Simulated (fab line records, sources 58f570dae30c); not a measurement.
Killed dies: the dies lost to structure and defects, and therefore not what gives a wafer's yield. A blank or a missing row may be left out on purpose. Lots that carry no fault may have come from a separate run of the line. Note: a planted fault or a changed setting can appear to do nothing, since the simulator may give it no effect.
Which tool is to blame? ; flow berkeley-cmos170 ; 16 lots with 48 wafers sampled at 2 steps, on a route of 331 steps

== WHAT THE GAUGES READ, wafer by wafer ==
UCB170_PVT_OVL_MEAS_06.
lot;measured;on;PVT_OVL (nm)
L893;day 5 23:22;overlay-01;1 2 5
L895;day 6 12:11;overlay-02;11 7 7
L894;day 6 12:38;overlay-02;-2 -1 -2
L897;day 6 20:42;overlay-02;-3 2 -10
L896;day 6 20:59;overlay-02;7 -4 -1
L899;day 7 11:36;overlay-01;13 7 4
L900;day 7 11:50;overlay-02;-1 1 8
L898;day 7 12:05;overlay-02;2 3 9
L902;day 7 20:47;overlay-01;769 758 762
L903;day 7 21:09;overlay-01;760 764 769
L901;day 8 01:01;overlay-01;758 749 761
L907;day 8 11:07;overlay-02;8 3 6
L904;day 8 11:15;overlay-01;766 757 754
L909;day 8 20:58;overlay-01;6 -1 1
L912;day 9 17:05;overlay-02;5 14 7
L914;day 10 01:29;overlay-01;6 -3 7

== WHICH TOOL RAN EACH LOT (tool, then ch and the chambers of the sampled wafers, then the start) ==
lot;UCB170_PVT_EXPOSE_03
L893;krf-scanner-02 ch 0, day 5 22:58
L895;krf-scanner-02 ch 0, day 6 11:28
L894;krf-scanner-02 ch 0, day 6 11:55
L897;krf-scanner-01 ch 0, day 6 20:14
L896;krf-scanner-01 ch 0, day 6 20:22
L899;krf-scanner-02 ch 0, day 7 11:04
L900;krf-scanner-01 ch 0, day 7 11:27
L898;krf-scanner-02 ch 0, day 7 11:41
L902;krf-scanner-01 ch 0, day 7 20:04
L903;krf-scanner-01 ch 0, day 7 20:14
L901;krf-scanner-01 ch 0, day 8 00:19
L907;krf-scanner-02 ch 0, day 8 10:07
L904;krf-scanner-01 ch 0, day 8 10:22
L909;krf-scanner-02 ch 0, day 8 19:53
L912;krf-scanner-02 ch 0, day 9 16:27
L914;krf-scanner-02 ch 0, day 10 00:53
- UCB170_PVT_EXPOSE_03: exposes mask NWELL, target cd 3000 nm.

== WHAT THE TOOLS THEMSELVES READ (means of the sampled wafers that have a number; where no wafer has one, the mark that the record gives instead) ==
The record holds no such reading with a usual standard deviation.

== THE ANSWER, worked out from the rows above alone ==
Rule: what is usual is taken from the lots themselves. Put in order of their means at a reading, lots are off if they are a third of the lots or fewer, leave a main group of 4 or more, and stand apart from it by a gap of 3 or more times the standard deviation of the main group's means; of several such gaps the widest counts. A main group is skipped when, at the precision printed for the reading in the tables above, its means are all equal. A lot without any number at a reading at which 4 lots or more have one is off too. All remaining lots with rows at the step are treated as sound. After the gauges, taken in route order, come the tools' own readings; for these a lot's mean is taken, as printed above. At the first step where some lot is off, the reading lying furthest off is the one used; lots without a number count as furthest.
Off: L902, L903, L901, L904, at UCB170_PVT_OVL_MEAS_06 (PVT_OVL). Mean 3 nm and standard deviation 3.7 in the main group.
A tool fits if, at a process step before that reading, it ran every lot that is off, and no sound lot after the first of them. Those tools and the gauges at UCB170_PVT_OVL_MEAS_06 are tried in the same way. One fits: UCB170_PVT_EXPOSE_03 on krf-scanner-01. Its last sound lot is L900 (day 7 11:27), its first lot that is off L902 (day 7 20:04): a fault that began between those two fits.

== WHAT WAS PUT IN BY THE SIMULATOR ==
Scanner matching overlay: krf-scanner-01, from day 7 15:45 on, at UCB170_PVT_EXPOSE_03. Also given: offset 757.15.
Shown lots that were struck: L902, L903, L901, L904. Same finding as the rule above.
